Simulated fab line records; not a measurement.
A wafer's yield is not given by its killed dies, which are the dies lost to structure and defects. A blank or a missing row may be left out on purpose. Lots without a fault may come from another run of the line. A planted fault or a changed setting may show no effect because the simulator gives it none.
The tool behind it: which one? | flow ritCmos | Sampling: 7 lots, 21 wafers, 2 of 202 route steps

== WHAT EACH GAUGE READ, for each wafer ==
RIT_PWELL_TW_MEAS_10.
lot  | measured    | on           | PWELL_TW
L156 | day 2 05:10 | filmMetro-01 | 929 931 928
L159 | day 2 23:57 | filmMetro-02 | 949 958 954
L162 | day 3 11:02 | filmMetro-04 | 957 959 962
L164 | day 4 00:53 | filmMetro-01 | 930 935 931
L167 | day 4 13:26 | filmMetro-04 | 1180 1190 1191 1189 1179 1190
L171 | day 5 09:01 | filmMetro-01 | 1161 1162 1158 1161 1166 1160
L176 | day 6 09:26 | filmMetro-01 | 928 929 932

== TOOL THAT RAN EACH LOT (tool first, then ch and the chambers of the sampled wafers, then the start) ==
lot  | RIT_PWELL_IMPLANT_08
L156 | implanter-02 ch 0, day 2 04:52
L159 | implanter-03 ch 0, day 2 23:40
L162 | implanter-04 ch 0, day 3 10:44
L164 | implanter-02 ch 0, day 4 00:34
L167 | implanter-04 ch 0, day 4 12:48
L171 | implanter-04 ch 0, day 5 08:23
L176 | implanter-04 ch 0, day 6 09:07
- RIT_PWELL_IMPLANT_08

== THE ANSWER, worked out from the rows above alone ==
Rule: the lots themselves supply what counts as usual. Put in order of their means at a reading, lots are off if they are a third of the lots or fewer, leave a main group of 4 or more, and stand apart from it by a gap of 3 or more times the standard deviation of the main group's means; of several such gaps the widest counts. A main group whose means are all the same, to the digits that the tables above print for the reading, isn't used. A lot without any number at a reading at which 4 lots or more have one is off too. The other lots that the step has rows for count as sound.
Off: at RIT_PWELL_TW_MEAS_10 (PWELL_TW), L167, L171. The main group has a mean of 941 with a standard deviation of 13.
A tool fits if, at a process step before that reading, it ran every lot that is off, and no sound lot after the first of them. Those tools and the gauges at RIT_PWELL_TW_MEAS_10 are tried in the same way. None of those tried fits.

== WHAT HAD BEEN PUT IN BY THE SIMULATOR ==
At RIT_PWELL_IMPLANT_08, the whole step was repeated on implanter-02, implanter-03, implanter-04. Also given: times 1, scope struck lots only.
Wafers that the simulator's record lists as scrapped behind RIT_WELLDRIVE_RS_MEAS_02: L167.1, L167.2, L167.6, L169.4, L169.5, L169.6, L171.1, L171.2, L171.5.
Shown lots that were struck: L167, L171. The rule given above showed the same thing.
